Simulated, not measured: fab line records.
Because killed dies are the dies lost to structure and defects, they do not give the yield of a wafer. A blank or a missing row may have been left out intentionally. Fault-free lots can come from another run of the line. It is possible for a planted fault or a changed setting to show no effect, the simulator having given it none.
Which tool did it? | flow rit_cmos | 15 lots with 45 wafers sampled at 3 steps, on a route of 202 steps

WHAT THE GAUGES READ, wafer by wafer
RIT_PLDD_TW_MEAS_10.
lot  | measured    | on            | PLDD_TW
L503 | day 3 11:59 | film_metro-03 | 2376 2376 2386
L505 | day 3 17:47 | film_metro-01 | 2329 2314 2327
L504 | day 3 18:01 | film_metro-03 | 2384 2388 2390
L507 | day 4 02:05 | film_metro-04 | 2750 2747 2745
L508 | day 4 10:47 | film_metro-04 | 2744 2751 2763
L512 | day 4 22:59 | film_metro-03 | 2369 2379 2373
L515 | day 5 11:59 | film_metro-04 | 2755 2734 2713
L516 | day 5 14:02 | film_metro-01 | 2319 2315 2328
L518 | day 6 00:19 | film_metro-04 | 2336 2344 2336
L519 | day 6 05:16 | film_metro-04 | 2336 2338 2327
L520 | day 6 08:07 | film_metro-03 | 2390 2374 2389
L523 | day 7 03:12 | film_metro-01 | 2321 2325 2321
L524 | day 7 09:38 | film_metro-04 | 2345 2346 2333
L525 | day 7 14:09 | film_metro-01 | 2321 2316 2302
L526 | day 7 18:38 | film_metro-04 | 2331 2355 2346

RIT_SDANNEAL_RS_MEAS_06: measures by four-point-probe.
lot  | measured    | on            | PLDD_RS (ohm/sq)
L503 | day 3 18:41 | film_metro-01 | 178.3 178.8 178.6
L505 | day 4 00:17 | film_metro-04 | 178.6 178.6 178.6
L504 | day 4 00:41 | film_metro-01 | 178.1 178.6 178.5
L507 | day 4 11:53 | film_metro-03 | 151.5 151.5 151.7
L508 | day 4 17:38 | film_metro-01 | 152.0 151.5 152.1
L512 | day 5 05:44 | film_metro-01 | 178.6 179.3 178.2
L515 | day 5 20:30 | film_metro-01 | 151.9 151.4 151.7
L516 | day 5 20:29 | film_metro-03 | 177.9 178.5 178.5
L518 | day 6 06:26 | film_metro-04 | 177.9 178.5 178.6
L519 | day 6 11:33 | film_metro-01 | 178.3 178.8 178.1
L520 | day 6 14:26 | film_metro-01 | 178.7 178.6 178.8
L523 | day 7 09:19 | film_metro-03 | 178.7 178.7 179.3
L524 | day 7 15:55 | film_metro-04 | 179.2 178.6 178.6
L525 | day 7 21:23 | film_metro-03 | 178.8 178.2 178.8
L526 | day 8 01:04 | film_metro-04 | 178.7 178.5 178.8

WHICH TOOL RAN EACH LOT (tool, then ch and the chambers of the sampled wafers, then the start)
lot  | RIT_PLDD_IMPLANT_08
L503 | implanter-03 ch 0, day 3 11:41
L505 | implanter-04 ch 0, day 3 17:27
L504 | implanter-03 ch 0, day 3 17:43
L507 | implanter-03 ch 0, day 4 01:26
L508 | implanter-03 ch 0, day 4 10:10
L512 | implanter-03 ch 0, day 4 22:40
L515 | implanter-03 ch 0, day 5 11:22
L516 | implanter-04 ch 0, day 5 13:42
L518 | implanter-04 ch 0, day 6 00:00
L519 | implanter-04 ch 0, day 6 04:57
L520 | implanter-03 ch 0, day 6 07:47
L523 | implanter-03 ch 0, day 7 02:52
L524 | implanter-02 ch 0, day 7 09:21
L525 | implanter-02 ch 0, day 7 13:52
L526 | implanter-04 ch 0, day 7 18:19
- RIT_PLDD_IMPLANT_08

WHAT THE TOOLS THEMSELVES READ (means of the sampled wafers that have a number; where no wafer has one, the mark that the record gives instead)
RIT_PLDD_IMPLANT_08.
lot  | tool         | dose_ions_cm2
L503 | implanter-03 | 9e+14
L505 | implanter-04 | 9e+14
L504 | implanter-03 | 9e+14
L507 | implanter-03 | 9e+14
L508 | implanter-03 | 9e+14
L512 | implanter-03 | 9e+14
L515 | implanter-03 | 9e+14
L516 | implanter-04 | 9e+14
L518 | implanter-04 | 9e+14
L519 | implanter-04 | 9e+14
L520 | implanter-03 | 9e+14
L523 | implanter-03 | 9e+14
L524 | implanter-02 | 9e+14
L525 | implanter-02 | 9e+14
L526 | implanter-04 | 9e+14

THE ANSWER, worked out from the rows above alone
Rule: the usual values come from the lots themselves. Put in order of their means at a reading, lots are off if they are a third of the lots or fewer, leave a main group of 4 or more, and stand apart from it by a gap of 3 or more times the standard deviation of the main group's means; of several such gaps the widest counts. Not used: any main group whose means are identical at the precision the tables above print for the reading. A lot without any number at a reading at which 4 lots or more have one is off too. Any other lot the step has rows for is counted as sound. The gauges are gone through in route order, then the tools' own readings, and for those a lot's mean is taken as printed above. At the first step where some lot is off, the reading lying furthest off is the one used; lots without a number count as furthest.
Off: L507, L508, L515, at RIT_PLDD_TW_MEAS_10 (PLDD_TW). The main group: mean 2347, standard deviation 26.
If a tool, at a process step before that reading, ran all the lots that are off and no sound lot after the first of them, it fits. The gauges at RIT_PLDD_TW_MEAS_10 aren't tried: what is off there is off at RIT_SDANNEAL_RS_MEAS_06 too, on other tools, and a gauge's error can't cause that. Not one of the candidates tried fits.

WHAT THE SIMULATOR HAD PUT IN
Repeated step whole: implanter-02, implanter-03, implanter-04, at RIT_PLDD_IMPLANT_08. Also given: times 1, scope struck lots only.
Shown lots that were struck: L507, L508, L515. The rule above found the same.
